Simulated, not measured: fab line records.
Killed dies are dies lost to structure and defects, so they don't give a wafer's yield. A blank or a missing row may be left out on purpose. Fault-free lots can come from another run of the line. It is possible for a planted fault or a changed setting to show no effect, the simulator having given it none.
8D (eight disciplines) problem report, filled in by code | flow rit cmos | the parts of the form that need people (team, actions taken, sign-off) are left out

1. WHAT IS WRONG
Wafers free of any fault read 3128 (standard deviation 29) for NSD_TW at RIT_NSD_TW_MEAS_10, against a mean of 30 on 6 wafers of 2 lots. That is -99 or more standard deviations from the usual mean.
Earliest sighting: wafer L318.2 on film metro-01 at day 5 12:02. The record holds 42 wafers of 14 lots with a number at this step. The rule behind "out" and "out of limits": a value lying over 4 standard deviations away from the usual mean. The other wafers with a number count as sound.

2. WHAT THIS IS AND IS NOT
question                    | is                     | is not
which readings at this step | NSD_TW                 | -
which lots                  | L318, L321             | L309, L310, L311, L312, L313, L316, L317, L322, L323, L324, L328, L329
which wafers of those lots  | all that have a number | -
read on which gauges        | film metro-01          | film metro-03, film metro-04
when                        | from day 5 12:02       | up to then (21 sound wafers); but 15 sound wafers of L322, L323, L324, L328, L329 came after

3. THE SUSPECTS, EACH WITH WHAT RULES IT OUT
Counting: a tool stays on the suspect list if, at a process step up to the reading, it processed all lots that are out and no sound lot following the first of them.
- the gauge at RIT_NSD_TW_MEAS_10: kept. All the wafers that are out were read on film metro-01, and no step on other tools shows them out.
- litho track-04 at RIT_NSD_DEVELOP_05 (develop time 50 s): kept. Every lot that is out went through it, starting with L318 (day 5 11:00), and after that it ran no sound lot; the last sound lot it ran before then is L317 (day 5 08:00).
After counting, litho track-04 at RIT_NSD_DEVELOP_05 and film metro-01 at RIT_NSD_TW_MEAS_10 remain.

4. THE CAUSE (what the simulator had put in)
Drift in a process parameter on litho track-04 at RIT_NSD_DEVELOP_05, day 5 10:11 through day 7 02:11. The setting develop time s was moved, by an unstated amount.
Counting left 2 suspects, and this tool is among them.

5. THE EFFECT CHAIN, in route order
One row per reading whose mean, taken over the struck wafers that have a number, lies over 3 standard deviations from the usual. Readings are gone through only where the record gives a usual standard deviation; hours: the median, over the lots, of the time from a lot's start at the first step in this table giving one to that lot's start at this step; sigmas: the change measured in usual standard deviations.
hours | step               | reading | usual | on struck wafers | change | sigmas
0     | RIT_NSD_TW_MEAS_10 | NSD_TW  | 3128  | 30               | -3098  | -99 or more

6. WHAT WOULD HAVE CAUGHT IT SOONER
2 hours passed between the start of the fault at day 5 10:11 and the first reading out of limits at a measuring or inspecting step in this record, taken at day 5 12:02.
Of the tool readings at RIT_NSD_DEVELOP_05 for which the record gives a usual standard deviation, none was out on any struck wafer, so an alarm limit of 4 standard deviations on them would not have fired.
Among the 2 lots that are out, L321 began RIT_NSD_DEVELOP_05 on litho track-04 after day 5 12:02. Putting the tool on hold at that point would have spared it.
